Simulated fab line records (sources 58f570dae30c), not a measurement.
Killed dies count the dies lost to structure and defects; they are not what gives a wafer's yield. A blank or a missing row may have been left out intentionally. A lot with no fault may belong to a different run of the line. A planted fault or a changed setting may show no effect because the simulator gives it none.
Matching of chambers / flow berkeleyCmos170 / pecvd-03 running UCB170_V2_CVD_00: 3 sister chambers
The step deposits SiO2 from TEOS/O2, target thk 2000 nm, time 250 s. 3 wafers are shown with their chamber, then 7 later ones without.

EACH WAFER AND ITS CHAMBER
wafer=L252.5; chamber=2; heaterPowerW (W)=253
wafer=L254.1; chamber=0; heaterPowerW (W)=250
wafer=L254.3; chamber=1; heaterPowerW (W)=238

WAFERS MISSING THEIR CHAMBER
wafer=L254.5; heaterPowerW (W)=182
wafer=L259.3; heaterPowerW (W)=261
wafer=L259.4; heaterPowerW (W)=227
wafer=L259.6; heaterPowerW (W)=179
wafer=L261.1; heaterPowerW (W)=256
wafer=L261.4; heaterPowerW (W)=183
wafer=L261.6; heaterPowerW (W)=326

CHAMBER TAKEN BY EACH
wafer=L254.5; from the rows above=can't be placed: 1 or 0 or 2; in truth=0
wafer=L259.3; from the rows above=can't be placed: 2 or 0 or 1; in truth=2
wafer=L259.4; from the rows above=can't be placed: 1 or 0 or 2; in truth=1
wafer=L259.6; from the rows above=can't be placed: 1 or 0 or 2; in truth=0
wafer=L261.1; from the rows above=can't be placed: 2 or 0 or 1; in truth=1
wafer=L261.4; from the rows above=can't be placed: 1 or 0 or 2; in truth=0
wafer=L261.6; from the rows above=can't be placed: 2 or 0 or 1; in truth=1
0 of 7 placed correctly. Not placeable from these rows: 7 (in 7, the candidates include the true chamber). Wrongly placed: 0.
How it was worked out, from the rows above alone: a wafer's distance from a chamber is the root of the sum, over the readings, of the square of ((its reading less the chamber's mean) divided by the reading's scatter). If the next closest chamber is less than 2 further off than the closest, the wafer can't be placed; otherwise it belongs to the closest. A chamber's mean is the mean of its shown wafers. The scatter: with one shown wafer a chamber, the root of the mean of the squares of how far each hidden wafer lies from its nearest shown one.
